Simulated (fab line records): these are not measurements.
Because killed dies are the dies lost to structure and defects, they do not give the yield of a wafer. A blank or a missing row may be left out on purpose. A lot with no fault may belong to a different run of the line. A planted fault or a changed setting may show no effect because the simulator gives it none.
A struck lot beside a sound one | flow rit cmos | 21 steps out of a route of 202
Sound: these wafers, L738.1, L738.3, L738.5. Wafers L756.1, L756.2, L756.3 were the ones struck. The cause comes at the end.
Per side, at each step with rows, come the tool, then ch with its chambers, and then its first start. Under that, the readings that differ: sound wafers | struck wafers | difference of the means | sigmas: that difference in standard deviations of wafers without a fault.
alike: a reading whose means differ by less than 2 such deviations, as well as words and numbers matching on both sides. not compared: withheld readings; readings where some wafer has no value; bounds like >300 that might hide an equal value; numbers whose values overlap and for which the record gives no deviation.
A row with sigmas, a row that says differs or no value, or rows on one side alone: a step with any of these is where the two part. When numbers do not overlap yet have no deviation, they are printed without sigmas and do not part them. A reading that every wafer of one side lacks parts them only if that side has two wafers or more.

RIT_GATE_CD_MEAS_16: the cd target is 150 nm.
  sound on cd sem-01 at day 3 00:55; struck on cd sem-01 at day 6 21:20
  reading    | sound             | struck            | difference | sigmas
  cd nm (nm) | 153.4 154.7 152.6 | 146.9 148.4 147.3 | -6.0       | -3
RIT_GATE_OVL_MEAS_17:
  sound on overlay-02 at day 3 01:02; struck on overlay-01 at day 6 21:28
  alike: GATE_OVL
then, 1 step without rows for these wafers: RIT_GATE_HARDBAKE_18 (time 60 s).
RIT_GATE_ETCH_19: etches poly-Si in SF6/CHF3/O2, stops on SiO2, time 165 s, target depth 312.5 nm.
  sound on rie si-02 ch 1,3, day 3 01:13; struck on rie si-01 ch 0,1,2, day 6 21:39
  reading               | sound             | struck            | difference | sigmas
  oes product au (a.u.) | 0.827 0.814 0.818 | 0.857 0.847 0.857 | +0.034     | +2
  alike: drypump motor current A, rf fwd power W, throttle valve pct
  not compared: rf hours counter h
RIT_GATE_STRIP_20: strips in O2, time 180 s.
  sound on plasma asher-03 ch 0,1, day 3 01:19; struck on plasma asher-04 ch 0,1, day 6 21:45
  alike: drypump motor current A
  not compared: rf hours counter h
RIT_GATE_CD_MEAS_90: the cd target is 150 nm.
  sound on cd sem-02 at day 3 01:30; struck on cd sem-02 at day 6 21:56
  reading    | sound             | struck            | difference | sigmas
  cd nm (nm) | 153.6 154.6 153.1 | 147.2 148.2 147.1 | -6.3       | -3
then, 4 steps without rows for these wafers: RIT_REOX_CLEAN_00 (cleans in SC1, time 600 s); RIT_REOX_CLEAN_01 (cleans in dHF, time 30.56 s); RIT_REOX_CLEAN_02 (cleans in SC2, time 600 s); RIT_REOX_OXIDATION_03 (target thk 25.2 nm, ox time 5580 s).
RIT_REOX_THK_MEAS_04:
  sound on film metro-02 at day 3 05:04; struck on film metro-01 at day 7 01:02
  reading             | sound          | struck         | difference | sigmas
  REOX_OXIDE_THK (nm) | 26.2 26.3 25.7 | 24.2 24.3 24.1 | -1.9       | -4
then, 1 step without rows for these wafers: RIT_NLDD_HMDS_00 (prime time 60 s).
RIT_NLDD_COAT_01: resist thk 1000 nm.
  sound on litho track-03 ch 0, day 3 05:19; struck on litho track-03 ch 0, day 7 01:15
  reading                                   | sound                | struck               | difference | sigmas
  spin speed rpm (rpm)                      | 3252.0 3247.1 3251.0 | 2157.0 2159.9 2159.4 | -1091.3    | -99 or more
  model.NOVOLAK_of_NLDD_COAT_01.thk nm (nm) | 998 995.2 999.7      | 1228 1230 1227       | +231       |
  alike: chill plate temp C, exhaust pa
then, 4 steps without rows for these wafers: RIT_NLDD_SOFTBAKE_02 (time 60 s); RIT_NLDD_EXPOSE_03 (exposes mask M7, target cd 40700 nm); RIT_NLDD_PEB_04; RIT_NLDD_DEVELOP_05 (develop time 50 s).
RIT_NLDD_OVL_MEAS_06:
  sound on overlay-02 at day 3 06:20; struck on overlay-01 at day 7 02:05
  alike: NLDD_OVL
RIT_NLDD_HARDBAKE_07: time 60 s.
  sound on litho track-04 ch 0, day 3 06:22; struck on litho track-02 ch 0, day 7 02:07
  reading                                   | sound             | struck         | difference | sigmas
  model.NOVOLAK_of_NLDD_COAT_01.thk nm (nm) | 882.1 879.5 883.5 | 1083 1085 1082 | +202       |
  alike: chill plate temp C, exhaust pa, heater power total W
next, for these wafers, 1 step has no rows: RIT_NLDD_IMPLANT_08.
RIT_M1_PROBE_99:
  record: rows for the struck wafers here (prober-01, day 7 18:47), none for the sound ones

WHERE THEY PART
First at RIT_GATE_CD_MEAS_16; last, within this record, at RIT_M1_PROBE_99.

WHY: what had been put in by the simulator
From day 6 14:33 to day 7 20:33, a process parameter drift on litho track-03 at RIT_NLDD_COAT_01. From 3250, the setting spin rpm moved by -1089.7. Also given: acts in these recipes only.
